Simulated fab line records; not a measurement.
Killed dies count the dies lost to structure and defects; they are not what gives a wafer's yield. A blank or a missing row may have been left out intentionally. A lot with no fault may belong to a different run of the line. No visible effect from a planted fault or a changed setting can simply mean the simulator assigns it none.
Problem report in the 8D (eight disciplines) form, filled by code || flow berkeleyCmos170 || the parts of the form that need people (team, actions taken, sign-off) are left out

== 1. THE ISSUE ==
Mean of cdNm at UCB170_V1_CD_MEAS_12: 707.5 nm across 6 wafers in 2 lots; on wafers with no fault it is 699.5 nm (standard deviation 1.6). Measured from the usual mean, that is +5.0 standard deviations.
The step: target cd 700 nm.
Seen first at day 8 13:18 on cdSem-01, wafer L581.2. The record has a number at this step for 42 wafers belonging to 14 lots. Rule for "out" (also "out of limits"): further than 4 standard deviations from the usual mean. Any other wafer with a number is counted as sound.

== 2. WHAT THIS IS AND IS NOT ==
{"question": "which readings at this step", "is": "cdNm", "is not": "-"}
{"question": "which lots", "is": "L581, L587", "is not": "L578, L579, L580, L582, L590, L593, L596, L597, L598, L599, L600, L601"}
{"question": "which wafers of those lots", "is": "all that have a number", "is not": "-"}
{"question": "read on which gauges", "is": "cdSem-01, cdSem-02", "is not": "-"}
{"question": "when", "is": "from day 8 13:18", "is not": "up to then (12 sound wafers); but 24 sound wafers of L590, L593, L596, L597, L598, L599, L600, L601 came after"}

== 3. WHAT RULES OUT EACH SUSPECT ==
Counting: any tool at a process step up to the reading is kept as a suspect provided that every lot that is out went through it and no sound lot did after the first of them.
- ruled out: the gauge at UCB170_V1_CD_MEAS_12. The wafers that are out were read on 2 gauges (cdSem-01, cdSem-02).
- lithoTrack-03 at UCB170_V1_SOFTBAKE_08 (time 60 s): ruled out as a lasting fault. Sound lots L599 ran on it after its first lot that is out, L581 (day 8 11:57).
Left after counting: nothing in the record.

== 4. THE CAUSE (what the simulator had put in) ==
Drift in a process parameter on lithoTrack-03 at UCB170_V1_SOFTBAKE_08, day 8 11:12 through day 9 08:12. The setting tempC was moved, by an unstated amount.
It was ruled out by counting, in error; the rule expects a fault to strike all lots run on its tool from its start on, and this fault did not.

== 5. THE CHAIN OF EFFECTS, in route order ==
Each row: a reading where the mean over the struck wafers with a number is more than 3 standard deviations away from the usual. Only readings whose record carries a usual standard deviation are examined. hours: median over the lots of the time between each lot's start at the first step of this table that gives one and its start at this step. sigmas: the change, counted in usual standard deviations.
{"hours": 0, "step": "UCB170_V1_SOFTBAKE_08", "reading": "heaterPowerTotalW", "usual": "56.80 W", "on struck wafers": 58.77, "change": "+1.97", "sigmas": "+46"}
{"hours": 0, "step": "UCB170_V1_SOFTBAKE_08", "reading": "plateTempC", "usual": "130.01 C", "on struck wafers": 133.53, "change": "+3.52", "sigmas": "+25"}
{"hours": 1, "step": "UCB170_V1_CD_MEAS_12", "reading": "cdNm", "usual": "699.5 nm", "on struck wafers": 707.5, "change": "+8.0", "sigmas": "+5.0"}
Process steps it contains:
- UCB170_V1_SOFTBAKE_08: time 60 s.

== 6. WHAT WOULD HAVE CAUGHT IT SOONER ==
Counted from the fault's start at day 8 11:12, it took 2 hours until the first out-of-limits reading at a measuring or inspecting step in this record, taken at day 8 13:18.
Tool's own readings at UCB170_V1_SOFTBAKE_08, heaterPowerTotalW, plateTempC: out on all struck wafers the step has rows for; an alarm limit on them would have tripped on the first.
